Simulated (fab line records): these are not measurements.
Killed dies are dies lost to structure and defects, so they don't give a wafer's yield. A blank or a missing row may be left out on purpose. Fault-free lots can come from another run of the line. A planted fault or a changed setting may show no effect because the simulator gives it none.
Split-lot trial | flow rit cmos | route with 202 steps; 5 lots, 23 wafers read

SPLIT DETAILS
At RIT_NRETRO_IMPLANT_08, the setting energy kev was moved away from the recipe's 70 on 7 of the 23 wafers read, by +1.5% to +5.7%. The other wafers ran this setting at the recipe's value.

Reading taken at the split's own step.

THE READING
The simulator's own value implant.drp nm, read by no gauge, in nm at RIT_NRETRO_IMPLANT_08. There is no usual value for it anywhere in the file.

wafer  | tool, chamber at the split | energy kev as run | against the recipe | implant.drp nm, nm | against lot-mates on the recipe
L077.1 | implanter-03, 0            | 74                | +5.7%              | 35.56              | +1.62
L077.2 | implanter-03, 0            | 74                | +5.7%              | 35.56              | +1.62
L077.4 | implanter-03, 0            | 74                | +5.7%              | 35.56              | +1.62
L077.3 | implanter-03, 0            | 70                | recipe             | 33.94              | -
L077.5 | implanter-03, 0            | 70                | recipe             | 33.94              | -
L079.1 | implanter-03, 0            | 70                | recipe             | 33.94              | -
L079.4 | implanter-03, 0            | 70                | recipe             | 33.94              | -
L079.5 | implanter-03, 0            | 70                | recipe             | 33.94              | -
L079.2 | implanter-03, 0            | 71.87             | +2.7%              | 34.7               | +0.76
L079.3 | implanter-03, 0            | 71.87             | +2.7%              | 34.7               | +0.76
L081.1 | implanter-01, 0            | 70                | recipe             | 33.94              | -
L081.3 | implanter-01, 0            | 70                | recipe             | 33.94              | -
L081.4 | implanter-01, 0            | 70                | recipe             | 33.94              | -
L084.1 | implanter-02, 0            | 70                | recipe             | 33.94              | -
L084.2 | implanter-02, 0            | 70                | recipe             | 33.94              | -
L084.4 | implanter-02, 0            | 70                | recipe             | 33.94              | -
L084.5 | implanter-02, 0            | 70                | recipe             | 33.94              | -
L084.6 | implanter-02, 0            | 70                | recipe             | 33.94              | -
L085.2 | implanter-02, 0            | 70                | recipe             | 33.94              | -
L085.4 | implanter-02, 0            | 70                | recipe             | 33.94              | -
L085.6 | implanter-02, 0            | 70                | recipe             | 33.94              | -
L085.3 | implanter-02, 0            | 71.06             | +1.5%              | 34.37              | +0.43
L085.5 | implanter-02, 0            | 71.06             | +1.5%              | 34.37              | +0.43

THE FIT
A straight line over all 23 wafers: implant.drp nm changes by +0.284 nm for each +1% of energy kev; r = +1.00; the points scatter about the line by 0.00076 nm.
The same after taking each lot's own level away (the mean of its wafers on the recipe; 23 wafers): +0.284 nm for each +1%; r = +1.00; scatter 0.00076 nm.
On that fit, the largest move of energy kev shifts the reading by 1.6 nm.
The lots' own levels span 33.940 to 33.940 nm.
The two slopes agree, so the slope changes little with the lot-to-lot level.
Check: with one of the wafers moved furthest among these (+5.7%) left out of the fit, the line predicts +1.62 nm for it against its lot-mates. Against them it came out at +1.62 nm.

FURTHER SPLITS ON THESE WAFERS
These wafers also went through other splits before the reading. Each is held against what the fit with the lots' levels taken away leaves over:
other split on the same wafers      | wafers away from the commonest value | r with implant.drp nm (lot level and that fit taken away)
RIT_ACTIVE_CVD_03 sih2cl2 flow sccm | 10                                   | -0.26
RIT_ACTIVE_COAT_06 resist thk nm    | 11                                   | -0.37
RIT_FOX2_OXIDATION_00 temp c        | 10                                   | -0.41
RIT_NWELL_IMPLANT_08 energy kev     | 9                                    | -0.12
RIT_PWELL_IMPLANT_08 dose cm2       | 8                                    | -0.38

THE WHOLE CHAIN: every reading that the file lists as answering this split, in the file's order
step                  | what it does | reading                                                         | change (the file's fit)               | r (the file's)
RIT_NRETRO_IMPLANT_08 |              | implant.rp nm (the simulator's own value, which no gauge read)  | +0.889 nm for each +1% of the setting | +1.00
RIT_NRETRO_IMPLANT_08 |              | implant.drp nm (the simulator's own value, which no gauge read) | +0.284 nm for each +1% of the setting | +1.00

FILE'S OWN FIT
implant.drp nm changes by +0.284 nm for each +1% of energy kev, r = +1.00.
